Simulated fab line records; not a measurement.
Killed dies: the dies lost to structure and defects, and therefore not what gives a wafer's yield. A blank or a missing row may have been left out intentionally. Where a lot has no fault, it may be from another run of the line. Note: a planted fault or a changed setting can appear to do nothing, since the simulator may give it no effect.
Which tool was responsible? || flow berkeley_cmos170 || Sampling: 15 lots, 45 wafers, 4 of 331 route steps

== WHAT EACH GAUGE READ, for each wafer ==
UCB170_ACTIVE_OVL_MEAS_14.
{"lot": "L558", "measured": "day 4 01:29", "on": "overlay-02", "ACTIVE_OVL (nm)": "3 -6 -6"}
{"lot": "L560", "measured": "day 5 00:28", "on": "overlay-02", "ACTIVE_OVL (nm)": "-2 -5 -6"}
{"lot": "L562", "measured": "day 5 08:14", "on": "overlay-02", "ACTIVE_OVL (nm)": "2 5 3"}
{"lot": "L561", "measured": "day 5 07:41", "on": "overlay-02", "ACTIVE_OVL (nm)": "9 1 -1"}
{"lot": "L564", "measured": "day 5 12:44", "on": "overlay-02", "ACTIVE_OVL (nm)": "-6 -9 -4"}
{"lot": "L565", "measured": "day 6 01:07", "on": "overlay-02", "ACTIVE_OVL (nm)": "-1 7 4"}
{"lot": "L568", "measured": "day 6 01:18", "on": "overlay-02", "ACTIVE_OVL (nm)": "2 8 0"}
{"lot": "L569", "measured": "day 6 11:46", "on": "overlay-02", "ACTIVE_OVL (nm)": "-7 5 -7"}
{"lot": "L567", "measured": "day 6 12:03", "on": "overlay-01", "ACTIVE_OVL (nm)": "-8 -5 -1"}
{"lot": "L573", "measured": "day 7 08:08", "on": "overlay-01", "ACTIVE_OVL (nm)": "0 3 -1"}
{"lot": "L575", "measured": "day 7 16:08", "on": "overlay-02", "ACTIVE_OVL (nm)": "1 -2 10"}
{"lot": "L576", "measured": "day 7 21:10", "on": "overlay-02", "ACTIVE_OVL (nm)": "4 -2 -2"}
{"lot": "L577", "measured": "day 7 21:04", "on": "overlay-01", "ACTIVE_OVL (nm)": "4 1 -3"}
{"lot": "L581", "measured": "day 8 16:00", "on": "overlay-01", "ACTIVE_OVL (nm)": "-1 -6 -3"}
{"lot": "L579", "measured": "day 8 15:55", "on": "overlay-02", "ACTIVE_OVL (nm)": "3 -4 -8"}

UCB170_V2_CD_MEAS_12: target cd 700 nm.
{"lot": "L558", "measured": "day 7 11:51", "on": "cd_sem-01", "cd_nm (nm)": "701.7 701.1 700.7"}
{"lot": "L560", "measured": "day 8 02:15", "on": "cd_sem-02", "cd_nm (nm)": "700.9 700.4 700.7"}
{"lot": "L562", "measured": "day 8 20:32", "on": "cd_sem-01", "cd_nm (nm)": "699.6 699.5 701.0"}
{"lot": "L561", "measured": "day 8 23:38", "on": "cd_sem-01", "cd_nm (nm)": "698.0 699.2 698.0"}
{"lot": "L564", "measured": "day 8 23:05", "on": "cd_sem-02", "cd_nm (nm)": "698.4 699.2 699.6"}
{"lot": "L565", "measured": "day 9 04:24", "on": "cd_sem-02", "cd_nm (nm)": "700.2 699.9 699.8"}
{"lot": "L568", "measured": "day 9 04:17", "on": "cd_sem-02", "cd_nm (nm)": "698.9 700.4 698.9"}
{"lot": "L569", "measured": "day 10 04:14", "on": "cd_sem-01", "cd_nm (nm)": "700.1 702.2 701.4"}
{"lot": "L567", "measured": "day 10 04:32", "on": "cd_sem-01", "cd_nm (nm)": "703.2 701.3 700.6"}
{"lot": "L573", "measured": "day 11 00:08", "on": "cd_sem-01", "cd_nm (nm)": "701.9 700.9 700.7"}
{"lot": "L575", "measured": "day 11 13:20", "on": "cd_sem-01", "cd_nm (nm)": "700.0 699.7 700.1"}
{"lot": "L576", "measured": "day 11 15:19", "on": "cd_sem-01", "cd_nm (nm)": "701.5 701.6 701.1"}
{"lot": "L577", "measured": "day 11 15:53", "on": "cd_sem-02", "cd_nm (nm)": "701.4 700.4 701.7"}
{"lot": "L581", "measured": "day 11 23:23", "on": "cd_sem-01", "cd_nm (nm)": "701.0 701.2 701.2"}
{"lot": "L579", "measured": "day 11 23:17", "on": "cd_sem-02", "cd_nm (nm)": "700.0 698.9 699.2"}

== TOOL THAT RAN EACH LOT (tool first, then ch and the chambers of the sampled wafers, then the start) ==
{"lot": "L558", "UCB170_PWELL_ETCH_14": "rie_diel-01 ch 0,1,3, day 3 01:10", "UCB170_M1_METAL_ETCH_12": "rie_metal-04 ch 0,1, day 6 21:34"}
{"lot": "L560", "UCB170_PWELL_ETCH_14": "rie_diel-04 ch 1,2, day 3 22:47", "UCB170_M1_METAL_ETCH_12": "rie_metal-01 ch 0,1, day 7 16:42"}
{"lot": "L562", "UCB170_PWELL_ETCH_14": "rie_diel-02 ch 0,2,3, day 4 00:41", "UCB170_M1_METAL_ETCH_12": "rie_metal-04 ch 0,1, day 8 06:56"}
{"lot": "L561", "UCB170_PWELL_ETCH_14": "rie_diel-04 ch 1,2,3, day 4 00:52", "UCB170_M1_METAL_ETCH_12": "rie_metal-01 ch 0,1, day 8 07:31"}
{"lot": "L564", "UCB170_PWELL_ETCH_14": "rie_diel-04 ch 0,3, day 4 11:05", "UCB170_M1_METAL_ETCH_12": "rie_metal-02 ch 0,1, day 8 07:12"}
{"lot": "L565", "UCB170_PWELL_ETCH_14": "rie_diel-04 ch 1,2,3, day 4 23:13", "UCB170_M1_METAL_ETCH_12": "rie_metal-04 ch 0,1, day 8 17:13"}
{"lot": "L568", "UCB170_PWELL_ETCH_14": "rie_diel-04 ch 1,2,3, day 5 04:16", "UCB170_M1_METAL_ETCH_12": "rie_metal-01 ch 0,1, day 8 16:30"}
{"lot": "L569", "UCB170_PWELL_ETCH_14": "rie_diel-02 ch 1,2,3, day 5 04:25", "UCB170_M1_METAL_ETCH_12": "rie_metal-04 ch 0, day 9 13:20"}
{"lot": "L567", "UCB170_PWELL_ETCH_14": "rie_diel-04 ch 0,1,3, day 5 04:33", "UCB170_M1_METAL_ETCH_12": "rie_metal-02 ch 0,1, day 9 12:56"}
{"lot": "L573", "UCB170_PWELL_ETCH_14": "rie_diel-02 ch 0,1,2, day 6 06:38", "UCB170_M1_METAL_ETCH_12": "rie_metal-02 ch 0,1, day 10 11:07"}
{"lot": "L575", "UCB170_PWELL_ETCH_14": "rie_diel-04 ch 1,2,3, day 6 11:13", "UCB170_M1_METAL_ETCH_12": "rie_metal-04 ch 1, day 10 23:37"}
{"lot": "L576", "UCB170_PWELL_ETCH_14": "rie_diel-01 ch 0,1, day 6 14:55", "UCB170_M1_METAL_ETCH_12": "rie_metal-02 ch 0,1, day 11 00:47"}
{"lot": "L577", "UCB170_PWELL_ETCH_14": "rie_diel-02 ch 0,1, day 6 15:38", "UCB170_M1_METAL_ETCH_12": "rie_metal-04 ch 1, day 11 01:16"}
{"lot": "L581", "UCB170_PWELL_ETCH_14": "rie_diel-02 ch 0,3, day 7 12:10", "UCB170_M1_METAL_ETCH_12": "rie_metal-01 ch 0, day 11 12:56"}
{"lot": "L579", "UCB170_PWELL_ETCH_14": "rie_diel-01 ch 1,3, day 7 12:20", "UCB170_M1_METAL_ETCH_12": "rie_metal-04 ch 1, day 11 10:36"}
- UCB170_PWELL_ETCH_14: etches Si3N4 in CH3F/Ar/O2, stops on SiO2, target depth 242 nm, time 151 s.
- UCB170_M1_METAL_ETCH_12: etches Al in Cl2/BCl3, stops on PSG, target depth 780 nm, time 130 s.

== AS READ BY THE TOOLS THEMSELVES (means over the sampled wafers that have a number; for cases with no such wafer, the mark the record gives instead) ==
UCB170_PWELL_ETCH_14.
{"lot": "L558", "tool": "rie_diel-01", "drypump_motor_current_A (A)": 5.3, "oes_product_au (a.u.)": 0.945, "run_length_s (s)": 179.4, "throttle_valve_pct (%)": 8.04}
{"lot": "L560", "tool": "rie_diel-04", "drypump_motor_current_A (A)": 5.8, "oes_product_au (a.u.)": 0.935, "run_length_s (s)": 179.1, "throttle_valve_pct (%)": 7.89}
{"lot": "L562", "tool": "rie_diel-02", "drypump_motor_current_A (A)": 5.8, "oes_product_au (a.u.)": 0.936, "run_length_s (s)": 179.5, "throttle_valve_pct (%)": 8.09}
{"lot": "L561", "tool": "rie_diel-04", "drypump_motor_current_A (A)": 5.6, "oes_product_au (a.u.)": 0.933, "run_length_s (s)": 179.3, "throttle_valve_pct (%)": 7.93}
{"lot": "L564", "tool": "rie_diel-04", "drypump_motor_current_A (A)": 5.3, "oes_product_au (a.u.)": 0.948, "run_length_s (s)": 179.4, "throttle_valve_pct (%)": 8.06}
{"lot": "L565", "tool": "rie_diel-04", "drypump_motor_current_A (A)": 5.6, "oes_product_au (a.u.)": 0.941, "run_length_s (s)": 179.5, "throttle_valve_pct (%)": 7.94}
{"lot": "L568", "tool": "rie_diel-04", "drypump_motor_current_A (A)": 5.5, "oes_product_au (a.u.)": 0.945, "run_length_s (s)": 179.2, "throttle_valve_pct (%)": 7.93}
{"lot": "L569", "tool": "rie_diel-02", "drypump_motor_current_A (A)": 5.6, "oes_product_au (a.u.)": 0.947, "run_length_s (s)": 179.1, "throttle_valve_pct (%)": 7.99}
{"lot": "L567", "tool": "rie_diel-04", "drypump_motor_current_A (A)": 5.4, "oes_product_au (a.u.)": 0.944, "run_length_s (s)": 179.2, "throttle_valve_pct (%)": 8.06}
{"lot": "L573", "tool": "rie_diel-02", "drypump_motor_current_A (A)": 6.0, "oes_product_au (a.u.)": 0.950, "run_length_s (s)": 179.3, "throttle_valve_pct (%)": 8.00}
{"lot": "L575", "tool": "rie_diel-04", "drypump_motor_current_A (A)": 5.5, "oes_product_au (a.u.)": 0.945, "run_length_s (s)": 179.3, "throttle_valve_pct (%)": 7.94}
{"lot": "L576", "tool": "rie_diel-01", "drypump_motor_current_A (A)": 5.6, "oes_product_au (a.u.)": 0.950, "run_length_s (s)": 179.5, "throttle_valve_pct (%)": 7.96}
{"lot": "L577", "tool": "rie_diel-02", "drypump_motor_current_A (A)": 5.6, "oes_product_au (a.u.)": 0.954, "run_length_s (s)": 179.4, "throttle_valve_pct (%)": 8.02}
{"lot": "L581", "tool": "rie_diel-02", "drypump_motor_current_A (A)": 5.2, "oes_product_au (a.u.)": 0.942, "run_length_s (s)": 179.0, "throttle_valve_pct (%)": 8.11}
{"lot": "L579", "tool": "rie_diel-01", "drypump_motor_current_A (A)": 5.5, "oes_product_au (a.u.)": 0.942, "run_length_s (s)": 179.0, "throttle_valve_pct (%)": 8.06}

UCB170_M1_METAL_ETCH_12.
{"lot": "L558", "tool": "rie_metal-04", "drypump_motor_current_A (A)": 6.2, "oes_product_au (a.u.)": 0.839, "run_length_s (s)": 158.0, "throttle_valve_pct (%)": 24.35}
{"lot": "L560", "tool": "rie_metal-01", "drypump_motor_current_A (A)": 5.9, "oes_product_au (a.u.)": 0.857, "run_length_s (s)": 157.7, "throttle_valve_pct (%)": 24.13}
{"lot": "L562", "tool": "rie_metal-04", "drypump_motor_current_A (A)": 6.1, "oes_product_au (a.u.)": 0.843, "run_length_s (s)": 158.2, "throttle_valve_pct (%)": 24.51}
{"lot": "L561", "tool": "rie_metal-01", "drypump_motor_current_A (A)": 5.5, "oes_product_au (a.u.)": 0.845, "run_length_s (s)": 158.3, "throttle_valve_pct (%)": 24.27}
{"lot": "L564", "tool": "rie_metal-02", "drypump_motor_current_A (A)": 5.7, "oes_product_au (a.u.)": 0.845, "run_length_s (s)": 158.4, "throttle_valve_pct (%)": 24.38}
{"lot": "L565", "tool": "rie_metal-04", "drypump_motor_current_A (A)": 6.1, "oes_product_au (a.u.)": 0.847, "run_length_s (s)": 158.2, "throttle_valve_pct (%)": 24.50}
{"lot": "L568", "tool": "rie_metal-01", "drypump_motor_current_A (A)": 5.5, "oes_product_au (a.u.)": 0.854, "run_length_s (s)": 158.0, "throttle_valve_pct (%)": 24.27}
{"lot": "L569", "tool": "rie_metal-04", "drypump_motor_current_A (A)": 6.3, "oes_product_au (a.u.)": 0.856, "run_length_s (s)": 157.8, "throttle_valve_pct (%)": 24.19}
{"lot": "L567", "tool": "rie_metal-02", "drypump_motor_current_A (A)": 5.4, "oes_product_au (a.u.)": 0.856, "run_length_s (s)": 158.4, "throttle_valve_pct (%)": 24.22}
{"lot": "L573", "tool": "rie_metal-02", "drypump_motor_current_A (A)": 5.7, "oes_product_au (a.u.)": 0.846, "run_length_s (s)": 158.6, "throttle_valve_pct (%)": 24.38}
{"lot": "L575", "tool": "rie_metal-04", "drypump_motor_current_A (A)": 6.1, "oes_product_au (a.u.)": 0.926, "run_length_s (s)": 146.5, "throttle_valve_pct (%)": 24.61}
{"lot": "L576", "tool": "rie_metal-02", "drypump_motor_current_A (A)": 5.7, "oes_product_au (a.u.)": 0.844, "run_length_s (s)": 158.5, "throttle_valve_pct (%)": 24.38}
{"lot": "L577", "tool": "rie_metal-04", "drypump_motor_current_A (A)": 6.0, "oes_product_au (a.u.)": 0.931, "run_length_s (s)": 146.7, "throttle_valve_pct (%)": 24.62}
{"lot": "L581", "tool": "rie_metal-01", "drypump_motor_current_A (A)": 5.2, "oes_product_au (a.u.)": 0.850, "run_length_s (s)": 158.2, "throttle_valve_pct (%)": 24.40}
{"lot": "L579", "tool": "rie_metal-04", "drypump_motor_current_A (A)": 6.0, "oes_product_au (a.u.)": 0.929, "run_length_s (s)": 146.6, "throttle_valve_pct (%)": 24.62}

== THE ANSWER, worked out from the rows above alone ==
Rule: what is usual is taken from the lots themselves. Put in order of their means at a reading, lots are off if they are a third of the lots or fewer, leave a main group of 4 or more, and stand apart from it by a gap of 3 or more times the standard deviation of the main group's means; of several such gaps the widest counts. If all means in a main group match to the digits the tables above print for the reading, that group is not used. Also off: a lot with no number at a reading for which 4 or more lots have one. The other lots that the step has rows for count as sound. After the gauges, taken in route order, come the tools' own readings; for these a lot's mean is taken, as printed above. At the first step where some lot is off, the reading lying furthest off is the one used; lots without a number count as furthest.
Off at UCB170_M1_METAL_ETCH_12 (run_length_s): L575, L577, L579. Mean 158.2 s and standard deviation 0.26 in the main group.
If a tool, at that step or one of the process steps before it, ran each lot that is off and ran no sound lot following the first of them, it fits. One fits: rie_metal-04 at UCB170_M1_METAL_ETCH_12. A fault onset in the window from L569 (day 9 13:20, its last sound lot) to L575 (day 10 23:37, its first lot off) fits.
The tool's own readings at UCB170_M1_METAL_ETCH_12 bear it out: on the lots that are off they differ by more than 5 times the standard deviation of the sound lots' means. oes_product_au reads 0.929 a.u. there against 0.849 a.u. on the sound lots; run_length_s reads 146.6 s there against 158.2 s on the sound lots.

== WHAT THE SIMULATOR HAD INSERTED ==
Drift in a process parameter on rie_metal-04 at UCB170_M1_METAL_ETCH_12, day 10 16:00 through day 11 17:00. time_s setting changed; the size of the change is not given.
Shown lots that were struck: L575, L577, L579. The rule given above showed the same thing.
